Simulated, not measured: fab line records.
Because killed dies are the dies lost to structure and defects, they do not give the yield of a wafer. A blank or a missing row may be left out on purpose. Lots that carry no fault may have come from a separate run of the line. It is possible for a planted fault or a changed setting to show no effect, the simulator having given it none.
The tool behind it: which one? | flow rit-cmos | 10 lots with 30 wafers sampled at 6 steps, on a route of 202 steps

== WHAT THE GAUGES READ, wafer by wafer ==
RIT_GATE_CD_MEAS_16: target cd 150 nm. Usual: cd-nm at 149.9 nm, with a standard deviation of 2.5.
lot  | measured    | on        | cd-nm (nm)        | flag
L512 | day 2 14:43 | cd-sem-02 | 147.1 149.2 146.8 |
L513 | day 2 16:55 | cd-sem-01 | 150.6 151.3 147.2 |
L514 | day 2 22:49 | cd-sem-02 | 151.0 148.6 150.2 |
L515 | day 3 05:29 | cd-sem-01 | 146.0 149.7 148.7 |
L516 | day 3 08:55 | cd-sem-02 | 149.0 146.2 148.8 |
L517 | day 3 15:31 | cd-sem-01 | 148.1 151.0 149.7 |
L521 | day 4 09:53 | cd-sem-02 | 153.5 151.1 153.2 |
L522 | day 4 16:58 | cd-sem-01 | 148.5 145.9 147.4 |
L523 | day 4 19:42 | cd-sem-01 | 151.2 150.2 151.9 |
L524 | day 5 01:08 | cd-sem-02 | 149.0 150.0 147.5 |

RIT_GATE_CD_MEAS_90: target cd 150 nm. Usual: cd-nm at 149.9 nm, with a standard deviation of 2.5.
lot  | measured    | on        | cd-nm (nm)        | flag
L512 | day 2 15:26 | cd-sem-02 | 147.2 148.8 146.8 |
L513 | day 2 17:30 | cd-sem-01 | 151.3 151.0 147.6 |
L514 | day 2 23:24 | cd-sem-02 | 151.0 148.8 149.5 |
L515 | day 3 06:04 | cd-sem-02 | 146.0 149.9 149.1 |
L516 | day 3 09:33 | cd-sem-02 | 148.7 145.9 148.9 |
L517 | day 3 16:05 | cd-sem-02 | 148.0 150.6 150.2 |
L521 | day 4 10:29 | cd-sem-01 | 153.5 151.0 153.7 |
L522 | day 4 17:34 | cd-sem-01 | 148.3 145.8 147.5 |
L523 | day 4 20:17 | cd-sem-02 | 150.5 150.3 151.6 |
L524 | day 5 01:43 | cd-sem-02 | 149.0 149.6 147.5 |

RIT_NLDD_TW_MEAS_10. Usual: NLDD_TW typically reads 2493, with standard deviation 16.
lot  | measured    | on            | NLDD_TW        | flag
L512 | day 2 19:52 | film-metro-02 | 2492 2490 2503 |
L513 | day 2 23:11 | film-metro-03 | 2495 2516 2495 |
L514 | day 3 03:56 | film-metro-02 | 2500 2508 2505 |
L515 | day 3 10:40 | film-metro-02 | 2515 2504 2523 |
L516 | day 3 13:59 | film-metro-02 | 2496 2502 2507 |
L517 | day 3 20:40 | film-metro-02 | 2509 2495 2499 |
L521 | day 4 14:55 | film-metro-01 | 2467 2474 2467 |
L522 | day 4 22:19 | film-metro-02 | 2507 2509 2506 |
L523 | day 5 00:45 | film-metro-03 | 2489 2488 2490 |
L524 | day 5 06:35 | film-metro-03 | 2480 2486 2488 |

RIT_PLDD_TW_MEAS_10. Usual: PLDD_TW typically reads 2350, with standard deviation 16.
lot  | measured    | on            | PLDD_TW        | flag
L512 | day 2 21:25 | film-metro-01 | 2329 2333 2329 |
L513 | day 3 00:43 | film-metro-03 | 2373 2365 2364 |
L514 | day 3 05:29 | film-metro-01 | 2343 2343 2347 |
L515 | day 3 12:24 | film-metro-01 | 2346 2350 2338 |
L516 | day 3 15:32 | film-metro-01 | 2350 2331 2353 |
L517 | day 3 22:05 | film-metro-03 | 2367 2352 2358 |
L521 | day 4 16:28 | film-metro-03 | 2990 2997 2993 | OFF
L522 | day 5 00:07 | film-metro-02 | 3003 3009 3021 | OFF
L523 | day 5 02:17 | film-metro-01 | 2928 2940 2929 | OFF
L524 | day 5 08:01 | film-metro-02 | 2999 3013 3011 | OFF

RIT_SDANNEAL_RS_MEAS_06: measures by four-point-probe. Usual: PLDD_RS typically reads 178.7 ohm/sq, with standard deviation 0.43.
lot  | measured    | on            | PLDD_RS (ohm/sq)  | flag
L512 | day 3 04:08 | film-metro-01 | 177.9 178.5 178.4 |
L513 | day 3 06:57 | film-metro-01 | 178.7 178.8 178.8 |
L514 | day 3 12:35 | film-metro-02 | 178.9 178.4 178.9 |
L515 | day 3 18:38 | film-metro-03 | 178.8 178.8 179.0 |
L516 | day 3 21:55 | film-metro-02 | 179.2 178.9 179.1 |
L517 | day 4 05:09 | film-metro-02 | 178.7 179.1 178.9 |
L521 | day 4 22:45 | film-metro-01 | 68.6 68.7 68.6    | OFF
L522 | day 5 07:27 | film-metro-03 | 68.7 68.7 68.6    | OFF
L523 | day 5 09:58 | film-metro-02 | 69.1 68.8 68.8    | OFF
L524 | day 5 15:06 | film-metro-01 | 68.7 68.7 68.8    | OFF

== EACH LOT AND THE TOOL THAT RAN IT (in order: tool; ch and the chambers of the sampled wafers; start) ==
lot  | RIT_PLDD_IMPLANT_08
L512 | implanter-04 ch 0, day 2 21:08
L513 | implanter-01 ch 0, day 3 00:25
L514 | implanter-02 ch 0, day 3 05:10
L515 | implanter-04 ch 0, day 3 12:07
L516 | implanter-04 ch 0, day 3 15:15
L517 | implanter-02 ch 0, day 3 21:47
L521 | implanter-04 ch 0, day 4 16:10
L522 | implanter-04 ch 0, day 4 23:47
L523 | implanter-04 ch 0, day 5 01:58
L524 | implanter-02 ch 0, day 5 07:42
- RIT_PLDD_IMPLANT_08

== WHAT THE TOOLS THEMSELVES READ (means of the sampled wafers that have a number; where no wafer has one, the mark that the record gives instead) ==
The record holds no such reading with a usual standard deviation.

== THE ANSWER, worked out from the rows above alone ==
Rule: lot off if the mean of its wafers having a number is beyond 3 standard deviations from the usual mean. A lot without any number at a reading at which 4 lots or more have one is off too. Any other lot the step has rows for is counted as sound. Order of review: gauges by route order, followed by the tools' own readings, for which a lot's mean as printed above is used. At the first step where some lot is off, the reading lying furthest off is the one used; lots without a number count as furthest.
Off: L521, L522, L523, L524, seen at RIT_PLDD_TW_MEAS_10 (PLDD_TW).
A tool fits if, at a process step before that reading, it ran every lot that is off, and no sound lot after the first of them. Those tools and the gauges at RIT_PLDD_TW_MEAS_10 are tried in the same way. Not one of the candidates tried fits.

== WHAT THE SIMULATOR HAD INSERTED ==
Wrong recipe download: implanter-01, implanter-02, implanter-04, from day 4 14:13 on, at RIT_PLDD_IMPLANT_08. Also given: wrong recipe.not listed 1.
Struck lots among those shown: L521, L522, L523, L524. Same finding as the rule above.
